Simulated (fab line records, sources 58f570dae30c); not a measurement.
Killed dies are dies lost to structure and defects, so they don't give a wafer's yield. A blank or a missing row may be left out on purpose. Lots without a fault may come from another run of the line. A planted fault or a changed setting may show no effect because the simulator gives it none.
Which tool did it? | flow berkeley_cmos170 | 15 lots, 45 wafers sampled, at 3 steps of a route of 331

WHAT THE GAUGES READ, wafer by wafer
UCB170_V1_CD_MEAS_12: target cd 700 nm.
lot  | measured     | on        | cd_nm (nm)
L876 | day 9 04:59  | cd_sem-01 | 699.4 698.7 698.8
L877 | day 9 07:47  | cd_sem-02 | 699.7 700.7 699.7
L879 | day 9 10:20  | cd_sem-01 | 700.7 699.6 699.8
L878 | day 9 09:56  | cd_sem-01 | 700.4 701.9 701.1
L881 | day 10 10:25 | cd_sem-02 | 700.9 701.5 701.5
L883 | day 10 11:44 | cd_sem-02 | 699.5 699.4 699.8
L884 | day 10 22:35 | cd_sem-02 | 700.8 700.8 700.4
L885 | day 11 00:02 | cd_sem-02 | 700.3 700.4 700.5
L886 | day 11 11:33 | cd_sem-01 | 701.3 701.7 700.8
L890 | day 12 14:18 | cd_sem-01 | 701.0 702.7 700.0
L891 | day 12 23:54 | cd_sem-01 | 700.3 699.0 700.0
L892 | day 13 04:22 | cd_sem-02 | 702.1 701.8 702.5
L895 | day 13 10:52 | cd_sem-02 | 696.3 698.0 696.9
L896 | day 13 12:33 | cd_sem-01 | 700.3 699.8 699.3
L897 | day 13 22:29 | cd_sem-02 | 700.3 701.1 701.2

UCB170_V2_OVL_MEAS_13.
lot  | measured     | on         | V2_OVL (nm)
L876 | day 9 10:43  | overlay-01 | -7 -3 -6
L877 | day 9 13:07  | overlay-01 | 1 10 -3
L879 | day 9 16:29  | overlay-01 | -1 -1 1
L878 | day 9 15:39  | overlay-02 | 4 0 5
L881 | day 10 15:38 | overlay-02 | 4 0 -4
L883 | day 10 16:40 | overlay-02 | 7 11 7
L884 | day 11 03:58 | overlay-02 | -5 -6 -1
L885 | day 11 05:34 | overlay-01 | 0 2 6
L886 | day 11 16:50 | overlay-01 | -4 3 -8
L890 | day 12 20:10 | overlay-01 | -1 6 1
L891 | day 13 06:52 | overlay-02 | -9 -6 1
L892 | day 13 10:09 | overlay-01 | 0 0 -2
L895 | day 13 22:12 | overlay-02 | -4 -5 -5
L896 | day 13 22:28 | overlay-02 | -5 -5 0
L897 | day 14 04:31 | overlay-02 | -5 0 4

WHICH TOOL RAN EACH LOT (tool, then ch and the chambers of the sampled wafers, then the start)
lot  | UCB170_M1_SPUTTER_00
L876 | pvd_sputter-04, day 8 23:37
L877 | pvd_sputter-01, day 9 00:02
L879 | pvd_sputter-04, day 9 01:40
L878 | pvd_sputter-01, day 9 01:56
L881 | pvd_sputter-03, day 10 05:02
L883 | pvd_sputter-04, day 10 05:23
L884 | pvd_sputter-03, day 10 16:58
L885 | pvd_sputter-01, day 10 17:07
L886 | pvd_sputter-04, day 11 05:41
L890 | pvd_sputter-03, day 12 08:34
L891 | pvd_sputter-04, day 12 18:36
L892 | pvd_sputter-03, day 12 19:02
L895 | pvd_sputter-01, day 13 05:55
L896 | pvd_sputter-03, day 13 06:16
L897 | pvd_sputter-04, day 13 13:32
- UCB170_M1_SPUTTER_00: material Al, target thk 600 nm, time 80 s.

WHAT THE TOOLS THEMSELVES READ (means of the sampled wafers that have a number; where no wafer has one, the mark that the record gives instead)
UCB170_M1_SPUTTER_00.
lot  | tool           | throttle_valve_pct (%)
L876 | pvd_sputter-04 | 29.8
L877 | pvd_sputter-01 | 30.3
L879 | pvd_sputter-04 | 30.0
L878 | pvd_sputter-01 | 29.7
L881 | pvd_sputter-03 | 30.5
L883 | pvd_sputter-04 | 29.6
L884 | pvd_sputter-03 | 29.6
L885 | pvd_sputter-01 | 29.5
L886 | pvd_sputter-04 | 30.3
L890 | pvd_sputter-03 | 29.6
L891 | pvd_sputter-04 | 29.8
L892 | pvd_sputter-03 | 30.6
L895 | pvd_sputter-01 | 29.2
L896 | pvd_sputter-03 | 29.5
L897 | pvd_sputter-04 | 29.8

THE ANSWER, worked out from the rows above alone
Rule: what is usual is taken from the lots themselves. Put in order of their means at a reading, lots are off if they are a third of the lots or fewer, leave a main group of 4 or more, and stand apart from it by a gap of 3 or more times the standard deviation of the main group's means; of several such gaps the widest counts. A main group whose means are all the same, to the digits that the tables above print for the reading, isn't used. A lot without any number at a reading at which 4 lots or more have one is off too. The other lots that the step has rows for count as sound. The gauges are gone through in route order, then the tools' own readings, and for those a lot's mean is taken as printed above. The first step at which some lot is off is used, and at that step the reading that is off furthest; a lot without a number counts as furthest.
No lot is off at any reading shown: from this, nothing can be told.

WHAT THE SIMULATOR HAD PUT IN
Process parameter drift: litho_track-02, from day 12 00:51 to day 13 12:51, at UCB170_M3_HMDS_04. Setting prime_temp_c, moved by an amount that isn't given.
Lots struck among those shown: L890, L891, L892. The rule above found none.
